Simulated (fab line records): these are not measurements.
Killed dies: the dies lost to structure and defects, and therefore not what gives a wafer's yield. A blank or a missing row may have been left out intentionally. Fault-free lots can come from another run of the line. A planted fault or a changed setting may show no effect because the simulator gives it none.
A struck lot beside a sound one + flow berkeley-cmos170 + 26 steps out of a route of 331
Sound: wafers L532.1, L532.3, L532.5. Wafers struck: L543.1, L543.2, L543.3. At the end, the cause is stated.
Per side, at each step with rows, come the tool, then ch with its chambers, and then its first start. Under that, the readings that differ: sound wafers + struck wafers + difference of the means + sigmas: that difference in standard deviations of wafers without a fault.
alike: readings with means less than 2 such deviations apart, plus words and numbers identical on both sides. not compared: withheld readings, readings lacking a value on some wafer, bounds such as >300 that could conceal the same value, and numbers that have no deviation in the record and whose values overlap.
Wherever a step has rows on one side only, a row that says differs or no value, or a row with sigmas, the two part there. When numbers do not overlap yet have no deviation, they are printed without sigmas and do not part them. A reading missing from all wafers of one side parts the sides only when that side holds two or more wafers.

first, 3 steps without rows for these wafers: UCB170_M1_EXPOSE_06 (exposes mask METAL1, target cd 700 nm); UCB170_M1_PEB_07; UCB170_M1_DEVELOP_08 (develop time 45 s).
UCB170_M1_CD_MEAS_09 targets a cd of 700 nm.
  sound: cd-sem-02 at day 7 20:07; struck: cd-sem-01 at day 9 18:03
  alike: cd-nm
UCB170_M1_OVL_MEAS_10:
  sound: overlay-01 at day 7 20:14; struck: overlay-02 at day 9 18:10
  alike: M1_OVL
UCB170_M1_ETCH_11: etches BARC in N2/H2.
  sound on rie-diel-04 ch 2,3, day 7 20:16; struck on rie-diel-01 ch 0,1,3, day 9 18:13
  alike: drypump-motor-current-A, oes-product-au, throttle-valve-pct
UCB170_M1_METAL_ETCH_12: etches Al in Cl2/BCl3, stops on PSG, target depth 780 nm, time 130 s.
  sound on rie-metal-02 ch 0,1, day 7 20:19; struck on rie-metal-02 ch 0,1, day 9 18:15
  alike: drypump-motor-current-A, oes-product-au, throttle-valve-pct
  not compared: rf-hours-counter-h
UCB170_M1_STRIP_13: strips in O2.
  sound on plasma-asher-01 ch 0,1, day 7 20:26; struck on plasma-asher-04 ch 0,1, day 9 18:23
  alike: drypump-motor-current-A, oes-product-au
  not compared: rf-hours-counter-h
UCB170_M1_CD_MEAS_90 targets a cd of 700 nm.
  sound: cd-sem-01 at day 7 20:32; struck: cd-sem-01 at day 9 18:32
  alike: cd-nm
then, 1 step without rows for these wafers: UCB170_M1_ANNEAL_14 (time 1200 s).
UCB170_V1_CVD_00: deposits SiO2 from TEOS/O2, target thk 2000 nm, time 250 s.
  sound on pecvd-01 ch 1,2, day 7 23:32; struck on pecvd-02 ch 0,1,2, day 9 23:19
  alike: heater-power-w
UCB170_V1_THK_MEAS_01:
  sound: film-metro-01 at day 7 23:41; struck: film-metro-02 at day 9 23:28
  alike: V1_TEOS_THK
UCB170_V1_CMP_02: polishes SiO2.
  sound on cmp-01 ch 0,2,3, day 7 23:48; struck on cmp-01 ch 1,2,3, day 9 23:32
  no value came back on the struck wafers for edge-zone-pressure-frac, head-pressure-psi (psi), motor-current-A (A); on the sound wafers edge-zone-pressure-frac reads 1.000 1.007 1.000
| reading                             | sound             | struck         | difference | sigmas |
|-------------------------------------|-------------------|----------------|------------|--------|
| model.SiO2_of_V1_CVD_00.thk-nm (nm) | 999.5 999.5 999.6 | 2003 2028 2018 | +1017      |        |
UCB170_V1_BOW_MEAS_03:
  sound: film-metro-02 at day 8 00:03; struck: film-metro-01 at day 9 23:50
| reading     | sound    | struck   | difference | sigmas |
|-------------|----------|----------|------------|--------|
| V1_BOW (um) | 18 14 16 | 42 50 32 | +25        | +4     |
UCB170_V1_THK_MEAS_04:
  sound: film-metro-02 at day 8 00:10; struck: film-metro-01 at day 9 23:57
| reading              | sound             | struck               | difference | sigmas      |
|----------------------|-------------------|----------------------|------------|-------------|
| V1_POLISHED_THK (nm) | 999.4 999.9 999.1 | 2003.2 2026.8 2017.7 | +1016.4    | +99 or more |
then, 7 steps without rows for these wafers: UCB170_V1_CLEAN_05 (cleans in DIW); UCB170_V1_HMDS_06 (prime time 60 s); UCB170_V1_COAT_07 (resist thk 900 nm); UCB170_V1_SOFTBAKE_08 (time 60 s); UCB170_V1_EXPOSE_09 (exposes mask VIA1, target cd 700 nm); UCB170_V1_PEB_10; UCB170_V1_DEVELOP_11 (develop time 45 s).
UCB170_V1_CD_MEAS_12 targets a cd of 700 nm.
  sound: cd-sem-02 at day 8 04:49; struck: cd-sem-02 at day 10 01:56
  alike: cd-nm
UCB170_V1_OVL_MEAS_13:
  sound: overlay-02 at day 8 04:56; struck: overlay-02 at day 10 02:03
  alike: V1_OVL
UCB170_V1_ETCH_14: etches SiO2 in CHF3/CF4/Ar, stops on Al, target depth 1250 nm, time 301.6 s.
  sound on rie-diel-02 ch 0,1,2, day 8 04:58; struck on rie-diel-01 ch 0,1,2, day 10 02:05
| reading                        | sound             | struck            | difference | sigmas |
|--------------------------------|-------------------|-------------------|------------|--------|
| oes-product-au (a.u.)          | 0.903 0.878 0.866 | 1.578 1.648 1.605 | +0.728     | +61    |
| model.etch.depth-nm (nm)       | 999.5 999.5 999.6 | 1280 1280 1271    | +277       |        |
| model.V1.feature-depth-nm (nm) | 1000 1001 1001    | 1280 1280 1271    | +276       |        |
  alike: drypump-motor-current-A, throttle-valve-pct
  not compared: rf-hours-counter-h
UCB170_V1_STRIP_15: strips in O2.
  sound on plasma-asher-02 ch 0,1, day 8 05:08; struck on plasma-asher-01 ch 0,1, day 10 02:16
| reading                      | sound             | struck            | difference | sigmas |
|------------------------------|-------------------|-------------------|------------|--------|
| strip-time-to-endpoint-s (s) | 15.06 14.85 14.88 | 15.18 15.22 15.20 | +0.27      | +3     |
  alike: drypump-motor-current-A, oes-product-au
  not compared: rf-hours-counter-h

## WHERE THEY PART
Last at UCB170_V1_STRIP_15 as far as this record goes, first at UCB170_V1_CMP_02.

WHY: what had been put in by the simulator
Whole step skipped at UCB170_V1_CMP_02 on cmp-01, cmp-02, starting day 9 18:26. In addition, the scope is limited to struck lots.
